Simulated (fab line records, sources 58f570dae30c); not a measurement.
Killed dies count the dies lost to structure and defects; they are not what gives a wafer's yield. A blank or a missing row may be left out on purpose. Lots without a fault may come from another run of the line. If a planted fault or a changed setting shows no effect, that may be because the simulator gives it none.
Which tool did it?    flow berkeley cmos170    14 lots, 42 wafers sampled, at 3 steps of a route of 331

## WHAT EACH GAUGE READ, for each wafer
UCB170_M3_CD_MEAS_90 targets a cd of 700 nm.
lot   measured      on         cd nm (nm)
L532  day 8 22:59   cd sem-02  699 697 698
L533  day 9 00:24   cd sem-02  701 698 702
L535  day 9 06:07   cd sem-02  698 707 698
L536  day 9 06:35   cd sem-01  695 702 697
L534  day 9 07:26   cd sem-01  695 699 696
L538  day 10 01:25  cd sem-01  700 701 706
L542  day 10 13:53  cd sem-01  703 706 695
L541  day 10 15:24  cd sem-01  685 695 696
L547  day 11 22:27  cd sem-01  699 703 702
L546  day 12 03:22  cd sem-02  691 680 691
L550  day 12 15:13  cd sem-01  698 698 698
L549  day 12 15:17  cd sem-02  699 697 694
L555  day 13 04:09  cd sem-01  697 697 700
L552  day 13 07:16  cd sem-02  702 699 702

## TOOL THAT RAN EACH LOT (tool first, then ch and the chambers of the sampled wafers, then the start)
lot   UCB170_M3_METAL_ETCH_18            UCB170_M3_STRIP_19
L532  rie metal-02 ch 0,1, day 8 22:42   plasma asher-02 ch 0,1, day 8 22:53
L533  rie metal-01 ch 0, day 8 23:56     plasma asher-02 ch 0,1, day 9 00:18
L535  rie metal-01 ch 0,1, day 9 05:49   plasma asher-02 ch 0,1, day 9 06:01
L536  rie metal-03 ch 0,1, day 9 06:17   plasma asher-03 ch 0,1, day 9 06:29
L534  rie metal-02 ch 0,1, day 9 07:08   plasma asher-01 ch 0,1, day 9 07:20
L538  rie metal-03 ch 0,1, day 10 01:07  plasma asher-03 ch 0,1, day 10 01:18
L542  rie metal-03 ch 0,1, day 10 13:35  plasma asher-03 ch 0,1, day 10 13:46
L541  rie metal-03 ch 0,1, day 10 15:06  plasma asher-01 ch 0, day 10 15:17
L547  rie metal-01 ch 0,1, day 11 22:11  plasma asher-01 ch 0,1, day 11 22:20
L546  rie metal-03 ch 0,1, day 12 03:04  plasma asher-01 ch 0,1, day 12 03:15
L550  rie metal-01 ch 0,1, day 12 14:57  plasma asher-03 ch 0,1, day 12 15:07
L549  rie metal-02 ch 0,1, day 12 15:01  plasma asher-02 ch 0,1, day 12 15:11
L555  rie metal-01 ch 0,1, day 13 03:52  plasma asher-03 ch 0,1, day 13 04:03
L552  rie metal-02 ch 0,1, day 13 06:58  plasma asher-02 ch 0,1, day 13 07:10
- UCB170_M3_METAL_ETCH_18: etches Al in Cl2/BCl3, stops on SiO2, target depth 1170 nm, time 195 s.
- UCB170_M3_STRIP_19: strips in O2.

## WHAT THE TOOLS THEMSELVES READ (means of the sampled wafers that have a number; where no wafer has one, the mark that the record gives instead)
UCB170_M3_METAL_ETCH_18.
lot   tool          drypump motor current A (A)  oes product au (a.u.)  rf fwd power W (W)  throttle valve pct (%)
L532  rie metal-02  6.1                          0.854                  598.6               24.38
L533  rie metal-01  5.1                          0.835                  596.6               24.07
L535  rie metal-01  5.2                          0.847                  599.3               24.32
L536  rie metal-03  5.8                          0.847                  597.8               24.49
L534  rie metal-02  6.0                          0.857                  595.8               24.38
L538  rie metal-03  5.9                          0.849                  600.9               24.49
L542  rie metal-03  5.9                          0.865                  597.9               24.52
L541  rie metal-03  5.9                          0.852                  677.7               24.50
L547  rie metal-01  5.1                          0.845                  598.2               24.20
L546  rie metal-03  5.8                          0.853                  677.2               24.50
L550  rie metal-01  5.1                          0.837                  599.7               24.19
L549  rie metal-02  6.1                          0.852                  599.7               24.40
L555  rie metal-01  5.1                          0.848                  598.8               24.20
L552  rie metal-02  5.7                          0.852                  599.3               24.49

UCB170_M3_STRIP_19.
lot   tool             drypump motor current A (A)  oes product au (a.u.)
L532  plasma asher-02  5.2                          0.549
L533  plasma asher-02  5.1                          0.544
L535  plasma asher-02  5.1                          0.550
L536  plasma asher-03  5.4                          0.559
L534  plasma asher-01  5.6                          0.551
L538  plasma asher-03  5.2                          0.550
L542  plasma asher-03  5.4                          0.551
L541  plasma asher-01  5.4                          0.472
L547  plasma asher-01  5.7                          0.559
L546  plasma asher-01  5.6                          0.467
L550  plasma asher-03  5.2                          0.542
L549  plasma asher-02  5.1                          0.550
L555  plasma asher-03  5.4                          0.542
L552  plasma asher-02  5.1                          0.562

## THE ANSWER, worked out from the rows above alone
Rule: usual is defined by the lots themselves. Put in order of their means at a reading, lots are off if they are a third of the lots or fewer, leave a main group of 4 or more, and stand apart from it by a gap of 3 or more times the standard deviation of the main group's means; of several such gaps the widest counts. A main group whose means are all the same, to the digits that the tables above print for the reading, isn't used. Also off: a lot with no number at a reading for which 4 or more lots have one. Any other lot the step has rows for is counted as sound. First the gauges in route order, then the tools' own readings, where a lot's mean is used as printed above. The first step at which some lot is off is used, and at that step the reading that is off furthest; a lot without a number counts as furthest.
Off: L541, L546, at UCB170_M3_METAL_ETCH_18 (rf fwd power W). For the main group the mean is 598.5 W and the standard deviation 1.3.
A tool fits if, at that step or a process step before it, it ran every lot that is off, and no sound lot after the first of them. One candidate fits, namely rie metal-03 at UCB170_M3_METAL_ETCH_18. A fault onset in the window from L542 (day 10 13:35, its last sound lot) to L541 (day 10 15:06, its first lot off) fits.
On the lots that are off, the tool's own readings at UCB170_M3_METAL_ETCH_18 differ by more than 5 times the standard deviation of the sound lots' means, which bears it out; rf fwd power W reads 677.5 W there versus 598.5 W on the sound lots.

## WHAT WAS PUT IN BY THE SIMULATOR
rie metal-03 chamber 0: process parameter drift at UCB170_M3_METAL_ETCH_18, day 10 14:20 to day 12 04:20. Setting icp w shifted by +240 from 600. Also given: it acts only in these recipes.
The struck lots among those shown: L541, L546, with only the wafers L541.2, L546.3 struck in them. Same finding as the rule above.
